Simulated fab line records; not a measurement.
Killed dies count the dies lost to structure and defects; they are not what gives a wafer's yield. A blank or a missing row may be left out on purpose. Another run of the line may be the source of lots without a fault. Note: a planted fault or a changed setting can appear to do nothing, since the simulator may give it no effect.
The tool behind it: which one? / flow berkeley cmos170 / 18 wafers from 6 lots sampled at 2 of the route's 331 steps

## WHAT THE GAUGES READ, wafer by wafer
UCB170_NWELL_OVL_MEAS_12.
lot=L692; measured=day 2 20:23; on=overlay-01; NWELL_OVL (nm)=-6 -8 -3
lot=L693; measured=day 3 08:24; on=overlay-01; NWELL_OVL (nm)=3 -4 1
lot=L697; measured=day 4 00:46; on=overlay-02; NWELL_OVL (nm)=8 3 4
lot=L701; measured=day 4 14:13; on=overlay-01; NWELL_OVL (nm)=3 -1 -4
lot=L704; measured=day 5 16:23; on=overlay-01; NWELL_OVL (nm)=- - -
lot=L712; measured=day 7 00:50; on=overlay-01; NWELL_OVL (nm)=2 5 0

## EACH LOT AND THE TOOL THAT RAN IT (in order: tool; ch and the chambers of the sampled wafers; start)
lot=L692; UCB170_NWELL_EXPOSE_09=krf scanner-02 ch 0, day 2 19:59
lot=L693; UCB170_NWELL_EXPOSE_09=krf scanner-02 ch 0, day 3 07:58
lot=L697; UCB170_NWELL_EXPOSE_09=krf scanner-01 ch 0, day 4 00:23
lot=L701; UCB170_NWELL_EXPOSE_09=krf scanner-01 ch 0, day 4 13:11
lot=L704; UCB170_NWELL_EXPOSE_09=krf scanner-02 ch 0, day 5 15:47
lot=L712; UCB170_NWELL_EXPOSE_09=krf scanner-02 ch 0, day 7 00:28
- UCB170_NWELL_EXPOSE_09: exposes mask NWELL, target cd 3000 nm.

## THE ANSWER, worked out from the rows above alone
Rule: the usual values come from the lots themselves. Put in order of their means at a reading, lots are off if they are a third of the lots or fewer, leave a main group of 4 or more, and stand apart from it by a gap of 3 or more times the standard deviation of the main group's means; of several such gaps the widest counts. A main group is skipped when, at the precision printed for the reading in the tables above, its means are all equal. Also off: a lot with no number at a reading for which 4 or more lots have one. All remaining lots with rows at the step are treated as sound.
Off: L704, seen at UCB170_NWELL_OVL_MEAS_12 (NWELL_OVL). Without a number there: L704. The main group: mean 0 nm, standard deviation 3.5.
If a tool, at a process step before that reading, ran all the lots that are off and no sound lot after the first of them, it fits. Those tools and the gauges at UCB170_NWELL_OVL_MEAS_12 are tried in the same way. Of those tried, none fits.

## WHAT THE SIMULATOR HAD INSERTED
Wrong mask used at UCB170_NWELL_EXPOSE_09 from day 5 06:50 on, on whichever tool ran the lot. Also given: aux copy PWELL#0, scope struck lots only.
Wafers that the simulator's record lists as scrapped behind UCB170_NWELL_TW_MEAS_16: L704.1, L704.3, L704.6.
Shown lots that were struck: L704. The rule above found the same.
